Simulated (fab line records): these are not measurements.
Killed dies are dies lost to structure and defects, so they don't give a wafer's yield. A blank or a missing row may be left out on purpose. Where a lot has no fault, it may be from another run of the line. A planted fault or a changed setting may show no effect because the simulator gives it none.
Which tool did it? ; flow rit-cmos ; 42 wafers from 14 lots sampled at 3 of the route's 202 steps

== WHAT THE GAUGES READ, wafer by wafer ==
RIT_M1_RS_MEAS_01: measurement is done with a four-point probe. Usual: M1_AL_RS gives 0.0735 ohm/sq (standard deviation 0.00095).
lot;measured;on;M1_AL_RS (ohm/sq);flag
L236;day 3 10:37;film-metro-04;0.0725 0.0729 0.0737;
L238;day 3 21:26;film-metro-02;0.0724 0.0727 0.0719;
L239;day 4 05:03;film-metro-04;0.0737 0.0730 0.0739;
L240;day 4 14:44;film-metro-04;0.0739 0.0743 0.0743;
L242;day 4 16:26;film-metro-02;0.0974 0.0743 0.0726;OFF
L244;day 5 04:10;film-metro-03;0.0737 0.0733 0.0974;OFF
L249;day 6 00:24;film-metro-03;0.0753 0.0747 0.0741;
L250;day 6 08:04;film-metro-04;0.0743 0.0749 0.0743;
L253;day 6 21:03;film-metro-04;0.0739 0.0741 0.0743;
L254;day 7 06:05;film-metro-03;0.0734 0.0727 0.0728;
L256;day 7 14:32;film-metro-03;0.0724 0.0735 0.0733;
L257;day 7 18:29;film-metro-03;0.0742 0.0754 0.0748;
L258;day 8 01:05;film-metro-04;0.0731 0.0737 0.0719;
L259;day 8 03:26;film-metro-02;0.0742 0.0737 0.0748;

RIT_M1_THK_MEAS_02: measures by xrf. Usual: M1_AL_THK gives 396 nm (standard deviation 5.4).
lot;measured;on;M1_AL_THK (nm);flag
L236;day 3 10:43;film-metro-04;404 399 396;
L238;day 3 21:34;film-metro-02;401 399 401;
L239;day 4 05:10;film-metro-04;394 400 397;
L240;day 4 14:50;film-metro-04;395 396 392;
L242;day 4 16:33;film-metro-02;326 391 400;OFF
L244;day 5 04:16;film-metro-03;394 395 321;OFF
L249;day 6 00:31;film-metro-03;385 389 388;
L250;day 6 08:10;film-metro-04;392 391 392;
L253;day 6 21:10;film-metro-04;394 395 394;
L254;day 7 06:12;film-metro-03;394 397 398;
L256;day 7 14:39;film-metro-03;400 395 397;
L257;day 7 18:37;film-metro-03;387 384 387;
L258;day 8 01:12;film-metro-04;400 399 407;
L259;day 8 03:33;film-metro-02;394 395 387;

== WHICH TOOL RAN EACH LOT (tool, then ch and the chambers of the sampled wafers, then the start) ==
lot;RIT_M1_SPUTTER_00
L236;pvd-sputter-04, day 3 10:16
L238;pvd-sputter-04, day 3 21:08
L239;pvd-sputter-02, day 4 04:44
L240;pvd-sputter-03, day 4 14:32
L242;pvd-sputter-04, day 4 16:08
L244;pvd-sputter-04, day 5 03:51
L249;pvd-sputter-03, day 6 00:06
L250;pvd-sputter-02, day 6 07:43
L253;pvd-sputter-03, day 6 20:44
L254;pvd-sputter-02, day 7 05:47
L256;pvd-sputter-02, day 7 14:14
L257;pvd-sputter-03, day 7 18:11
L258;pvd-sputter-02, day 8 00:47
L259;pvd-sputter-03, day 8 03:08
- RIT_M1_SPUTTER_00: material Al, target thk 400 nm, time 500 s.

== AS READ BY THE TOOLS THEMSELVES (means over the sampled wafers that have a number; for cases with no such wafer, the mark the record gives instead) ==
RIT_M1_SPUTTER_00. Usual: substrate-temp-c 25.00 C, standard deviation 0.11; throttle-valve-pct 29.9 %, standard deviation 0.86.
lot;tool;substrate-temp-c (C);throttle-valve-pct (%);flag
L236;pvd-sputter-04;24.93;30.5;
L238;pvd-sputter-04;25.07;29.9;
L239;pvd-sputter-02;25.01;29.8;
L240;pvd-sputter-03;25.08;29.9;
L242;pvd-sputter-04;25.02;29.4;
L244;pvd-sputter-04;24.98;29.4;
L249;pvd-sputter-03;25.00;29.3;
L250;pvd-sputter-02;24.92;29.8;
L253;pvd-sputter-03;25.04;29.9;
L254;pvd-sputter-02;24.95;29.7;
L256;pvd-sputter-02;24.94;29.9;
L257;pvd-sputter-03;24.95;29.5;
L258;pvd-sputter-02;24.97;30.0;
L259;pvd-sputter-03;24.98;29.8;

== THE ANSWER, worked out from the rows above alone ==
Rule: a lot counts as off when the mean over its wafers that have a number is more than 3 standard deviations away from the usual mean. Also off: a lot with no number at a reading for which 4 or more lots have one. Where the step has rows for the other lots, those lots are counted as sound. First the gauges in route order, then the tools' own readings, where a lot's mean is used as printed above. At the first step where some lot is off, the reading lying furthest off is the one used; lots without a number count as furthest.
Off: L242, L244, at RIT_M1_RS_MEAS_01 (M1_AL_RS).
If a tool, at a process step before that reading, ran all the lots that are off and no sound lot after the first of them, it fits. Those tools and the gauges at RIT_M1_RS_MEAS_01 are tried in the same way. One fits: RIT_M1_SPUTTER_00 on pvd-sputter-04. Its last sound lot is L238 (day 3 21:08), its first lot that is off L242 (day 4 16:08): a fault that began between those two fits.

== WHAT HAD BEEN PUT IN BY THE SIMULATOR ==
Site profile drift: pvd-sputter-04, from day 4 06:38 on, at RIT_M1_SPUTTER_00. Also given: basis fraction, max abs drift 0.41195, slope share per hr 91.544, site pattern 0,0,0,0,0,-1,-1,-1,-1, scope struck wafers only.
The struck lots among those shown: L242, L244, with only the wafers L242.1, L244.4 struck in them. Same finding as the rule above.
